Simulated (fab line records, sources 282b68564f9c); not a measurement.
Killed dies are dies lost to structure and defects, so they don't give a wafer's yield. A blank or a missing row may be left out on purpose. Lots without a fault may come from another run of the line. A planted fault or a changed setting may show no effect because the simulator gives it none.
Which tool did it? | flow rit_cmos | 14 lots, 42 wafers sampled, at 2 steps of a route of 202

WHAT THE GAUGES READ, wafer by wafer
RIT_PLDD_TW_MEAS_10.
lot  | measured    | on            | PLDD_TW
L236 | day 2 19:38 | film_metro-02 | 2281 2291 2290
L238 | day 3 05:36 | film_metro-03 | 2353 2348 2354
L239 | day 3 10:05 | film_metro-04 | 2319 2317 2310
L240 | day 3 15:54 | film_metro-04 | 2333 2318 2324
L244 | day 4 10:43 | film_metro-04 | 30 30 30
L245 | day 4 16:52 | film_metro-02 | 30 29 30
L246 | day 4 21:17 | film_metro-02 | 2317 2307 2302
L247 | day 5 03:17 | film_metro-03 | 2352 2342 2349
L248 | day 5 08:32 | film_metro-02 | 2312 2310 2304
L250 | day 5 18:04 | film_metro-03 | 2357 2354 2343
L253 | day 6 09:16 | film_metro-02 | 2284 2297 2292
L254 | day 6 14:43 | film_metro-04 | 2328 2326 2333
L255 | day 6 18:42 | film_metro-02 | 2302 2303 2302
L257 | day 7 03:57 | film_metro-04 | 2333 2343 2335

WHICH TOOL RAN EACH LOT (tool, then ch and the chambers of the sampled wafers, then the start)
lot  | RIT_PLDD_DEVELOP_05
L236 | litho_track-03 ch 0, day 2 18:00
L238 | litho_track-04 ch 0, day 3 04:00
L239 | litho_track-04 ch 0, day 3 09:00
L240 | litho_track-02 ch 0, day 3 15:00
L244 | litho_track-04 ch 0, day 4 10:00
L245 | litho_track-04 ch 0, day 4 16:00
L246 | litho_track-02 ch 0, day 4 20:00
L247 | litho_track-03 ch 0, day 5 02:00
L248 | litho_track-02 ch 0, day 5 07:00
L250 | litho_track-02 ch 0, day 5 17:00
L253 | litho_track-03 ch 0, day 6 08:00
L254 | litho_track-02 ch 0, day 6 14:00
L255 | litho_track-03 ch 0, day 6 18:00
L257 | litho_track-02 ch 0, day 7 03:00
- RIT_PLDD_DEVELOP_05: develop time 50 s.

WHAT THE TOOLS THEMSELVES READ (means of the sampled wafers that have a number; where no wafer has one, the mark that the record gives instead)
RIT_PLDD_DEVELOP_05.
lot  | tool           | exhaust_pa (Pa) | resist_line_temp_C (C)
L236 | litho_track-03 | 44.2            | 23.01
L238 | litho_track-04 | 45.6            | 22.94
L239 | litho_track-04 | 45.7            | 23.13
L240 | litho_track-02 | 45.3            | 23.03
L244 | litho_track-04 | 44.7            | 23.05
L245 | litho_track-04 | 44.7            | 23.05
L246 | litho_track-02 | 44.8            | 23.07
L247 | litho_track-03 | 45.6            | 23.00
L248 | litho_track-02 | 44.6            | 23.01
L250 | litho_track-02 | 44.0            | 22.98
L253 | litho_track-03 | 44.6            | 23.01
L254 | litho_track-02 | 45.0            | 23.11
L255 | litho_track-03 | 45.9            | 23.10
L257 | litho_track-02 | 44.7            | 22.89

THE ANSWER, worked out from the rows above alone
Rule: what is usual is taken from the lots themselves. Put in order of their means at a reading, lots are off if they are a third of the lots or fewer, leave a main group of 4 or more, and stand apart from it by a gap of 3 or more times the standard deviation of the main group's means; of several such gaps the widest counts. A main group whose means are all the same, to the digits that the tables above print for the reading, isn't used. A lot without any number at a reading at which 4 lots or more have one is off too. The other lots that the step has rows for count as sound. The gauges are gone through in route order, then the tools' own readings, and for those a lot's mean is taken as printed above. The first step at which some lot is off is used, and at that step the reading that is off furthest; a lot without a number counts as furthest.
Off: L244, L245, at RIT_PLDD_TW_MEAS_10 (PLDD_TW). The main group: mean 2321, standard deviation 22.
A tool fits if, at a process step before that reading, it ran every lot that is off, and no sound lot after the first of them. The gauges at RIT_PLDD_TW_MEAS_10 are tried like those tools. One fits: litho_track-04 at RIT_PLDD_DEVELOP_05. Its last sound lot is L239 (day 3 09:00), its first lot that is off L244 (day 4 10:00): a fault that began between those two fits.

WHAT THE SIMULATOR HAD PUT IN
Process parameter drift: litho_track-04, from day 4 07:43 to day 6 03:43, at RIT_PLDD_DEVELOP_05. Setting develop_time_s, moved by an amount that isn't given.
Lots struck among those shown: L244, L245. The rule above found the same.
